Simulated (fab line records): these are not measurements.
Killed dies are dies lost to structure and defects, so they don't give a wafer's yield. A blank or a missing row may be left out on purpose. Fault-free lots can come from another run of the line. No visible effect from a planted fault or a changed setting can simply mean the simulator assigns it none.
Problem report, 8D (eight disciplines) form, completed by code + flow rit_cmos + the parts of the form that need people (team, actions taken, sign-off) are left out

## 1. PROBLEM STATEMENT
Mean of cd_nm at RIT_M1_CD_MEAS_90: 2590.9 nm over 2 wafers from 1 lot, against 2601.1 nm (standard deviation 2.4) on wafers with no fault. Relative to the usual mean, that is a shift of -4.2 standard deviations.
The step: target cd 2600 nm.
Seen first at day 7 10:52 on cd_sem-02, wafer L437.3. The record holds 39 wafers of 13 lots with a number at this step. By rule, "out" or "out of limits" means more than 4 standard deviations away from the usual mean. The other wafers with a number count as sound.

## 2. WHAT IT IS, AND WHAT IT ISN'T
| question                    | is               | is not                                                                          |
|-----------------------------|------------------|---------------------------------------------------------------------------------|
| which readings at this step | cd_nm            | -                                                                               |
| which lots                  | L437             | L418, L419, L420, L423, L424, L425, L426, L427, L433, L438, L439, L441          |
| which wafers of those lots  | L437.3, L437.6   | L437.5                                                                          |
| read on which gauges        | cd_sem-02        | cd_sem-01                                                                       |
| when                        | from day 7 10:52 | up to then (28 sound wafers); but 9 sound wafers of L438, L439, L441 came after |

## 3. THE SUSPECTS, EACH WITH WHAT RULES IT OUT
Counting: any tool at a process step up to the reading remains a suspect provided it ran every lot that is out. Sound lots after the first of them don't rule it out here, since some wafers of a struck lot are sound.
- the gauge at RIT_M1_CD_MEAS_90: kept. All the wafers that are out were read on cd_sem-02, and no step on other tools shows them out.
- rie_metal-01 at RIT_M1_METAL_ETCH_12 (etches Al in Cl2/BCl3, stops on SiO2, time 165 s, target depth 600 nm): kept. It ran the lot that is out, L437 (day 7 10:22); its last sound lot up to then is L426 (day 4 23:52).
- The sound lot-mates ran in chamber 1 of rie_metal-01 at RIT_M1_METAL_ETCH_12, but the wafers that are out ran in chamber 0.
Left after counting: rie_metal-01 at RIT_M1_METAL_ETCH_12, cd_sem-02 at RIT_M1_CD_MEAS_90.

## 4. THE CAUSE (what the simulator had put in)
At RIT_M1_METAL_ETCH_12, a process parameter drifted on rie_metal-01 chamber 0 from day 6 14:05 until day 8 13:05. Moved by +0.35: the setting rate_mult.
Counting leaves 2 suspects; this tool is one of them.

## 5. THE EFFECT CHAIN, in route order
Each row: a reading whose mean over the struck wafers that have a number lies more than 3 standard deviations from the usual. Readings are gone through only where the record gives a usual standard deviation; hours: the median, over the lots, of the time from a lot's start at the first step in this table giving one to that lot's start at this step; sigmas: the change measured in usual standard deviations.
| hours | step              | reading | usual     | on struck wafers | change | sigmas |
|-------|-------------------|---------|-----------|------------------|--------|--------|
| 0     | RIT_M1_CD_MEAS_90 | cd_nm   | 2601.1 nm | 2590.9           | -10.2  | -4.2   |

## 6. WHAT WOULD HAVE CAUGHT IT SOONER
In this record the first reading out of limits at a measuring or inspecting step was taken at day 7 10:52, 21 hours after the fault began at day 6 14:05.
Of the tool readings at RIT_M1_METAL_ETCH_12 for which the record gives a usual standard deviation, none was out on any struck wafer, so an alarm limit of 4 standard deviations on them would not have fired.
By day 7 10:52, every lot that is out (1) had started RIT_M1_METAL_ETCH_12 on rie_metal-01. A hold on the tool at that time would have spared none of them.
